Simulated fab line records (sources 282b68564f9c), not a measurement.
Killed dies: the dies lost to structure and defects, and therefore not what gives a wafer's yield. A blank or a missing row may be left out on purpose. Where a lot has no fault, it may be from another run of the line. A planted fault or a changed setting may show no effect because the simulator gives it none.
A struck lot beside a sound one :: flow rit-cmos :: 15 steps out of a route of 202
Sound: these wafers, L444.1, L444.2, L444.3. Wafers struck: L439.4, L439.5, L439.6. The cause is named last.
At each step with rows: each side's tool, then ch and its chambers, then its first start. Under that, the readings that differ: sound wafers :: struck wafers :: difference of the means :: sigmas: that difference in standard deviations of wafers without a fault.
alike: words and numbers the same on both sides, and readings whose means are apart by under 2 such deviations; not compared: readings that were withheld, readings missing a value for some wafer, numbers with overlapping values and no deviation given by the record, and bounds like >300 which may hide the same value.
Wherever a step has rows on one side only, a row that says differs or no value, or a row with sigmas, the two part there. When numbers do not overlap yet have no deviation, they are printed without sigmas and do not part them. A reading that every wafer of one side lacks parts them only if that side has two wafers or more.

RIT_SDANNEAL_RTA_03: time 5 s.
  sound on rtp-anneal-02 ch 0, day 5 14:41; struck on rtp-anneal-01 ch 0, day 4 12:10
  alike: wafer_temp_C_max
RIT_SDANNEAL_RS_MEAS_04: a four-point-probe measurement.
  struck on film-metro-04, day 4 12:17; sound on film-metro-03, day 5 14:45
  alike: PSD_RS
RIT_SDANNEAL_RS_MEAS_05: a four-point-probe measurement.
  struck on film-metro-04, day 4 12:25; sound on film-metro-03, day 5 14:52
  alike: NSD_RS
RIT_SDANNEAL_RS_MEAS_06: a four-point-probe measurement.
  struck on film-metro-04, day 4 12:32; sound on film-metro-03, day 5 14:59
  alike: PLDD_RS
RIT_SDANNEAL_RS_MEAS_07: a four-point-probe measurement.
  struck on film-metro-04, day 4 12:39; sound on film-metro-03, day 5 15:07
  alike: NLDD_RS
then, 1 step without rows for these wafers: RIT_SILICIDE_WET_ETCH_00 (etches SiO2 in BOE, target depth 14 nm, time 15 s).
RIT_SILICIDE_SPUTTER_01: material Ti, target thk 30 nm, time 240 s.
  struck on pvd-sputter-02, day 4 12:43; sound on pvd-sputter-03, day 5 15:15
  alike: throttle-valve-pct
RIT_SILICIDE_RS_MEAS_02: a four-point-probe measurement.
  struck on film-metro-01, day 4 12:56; sound on film-metro-02, day 5 15:24
  alike: SILICIDE_TI_RS
RIT_SILICIDE_THK_MEAS_03: measures by xrf.
  struck on film-metro-01, day 4 13:01; sound on film-metro-02, day 5 15:31
  alike: SILICIDE_TI_THK
RIT_SILICIDE_RTA_04: time 10 s, ramp up 5 s, ramp down 5 s.
  sound on rtp-anneal-01 ch 0, day 5 15:35; struck on rtp-anneal-02 ch 0, day 4 13:05
reading: wafer_temp_C_max
sound: 652.7 651.9 651.5
struck: 654.4 654.2 654.0
difference: +2.2
sigmas: +2
then, 1 step without rows for these wafers: RIT_SILICIDE_WET_ETCH_05 (etches Ti in SPM, time 120 s).
RIT_SILICIDE_RTA_06: time 10 s, ramp up 5 s, ramp down 10 s.
  sound on rtp-anneal-02 ch 0, day 5 15:41; struck on rtp-anneal-01 ch 0, day 4 13:13
  alike: wafer_temp_C_max
RIT_CONTACT_CVD_00: deposits SiO2 from TEOS, target thk 400 nm, time 61 s.
  sound on pecvd-03 ch 0,1,2, day 5 15:45; struck on pecvd-04 ch 0,1,2, day 4 13:32
reading: since-wet-clean-h (h)
sound: 1448 1448 1448
struck: - - -
difference: no value on the struck wafers
sigmas: 
  alike: heater-power-w
RIT_CONTACT_THK_MEAS_01:
  struck on film-metro-02, day 4 13:49; sound on film-metro-03, day 5 15:49
reading: CONTACT_TEOS_THK (nm)
sound: 396 396 387
struck: 808 815 804
difference: +416
sigmas: +83
RIT_M1_PROBE_99:
  the record holds rows for the sound wafers here (prober-01, day 5 22:31) but none for the struck ones

## WHERE THEY PART
At RIT_SILICIDE_RTA_04 first; at RIT_M1_PROBE_99 last (within this record only).

WHY: whatever the simulator had introduced
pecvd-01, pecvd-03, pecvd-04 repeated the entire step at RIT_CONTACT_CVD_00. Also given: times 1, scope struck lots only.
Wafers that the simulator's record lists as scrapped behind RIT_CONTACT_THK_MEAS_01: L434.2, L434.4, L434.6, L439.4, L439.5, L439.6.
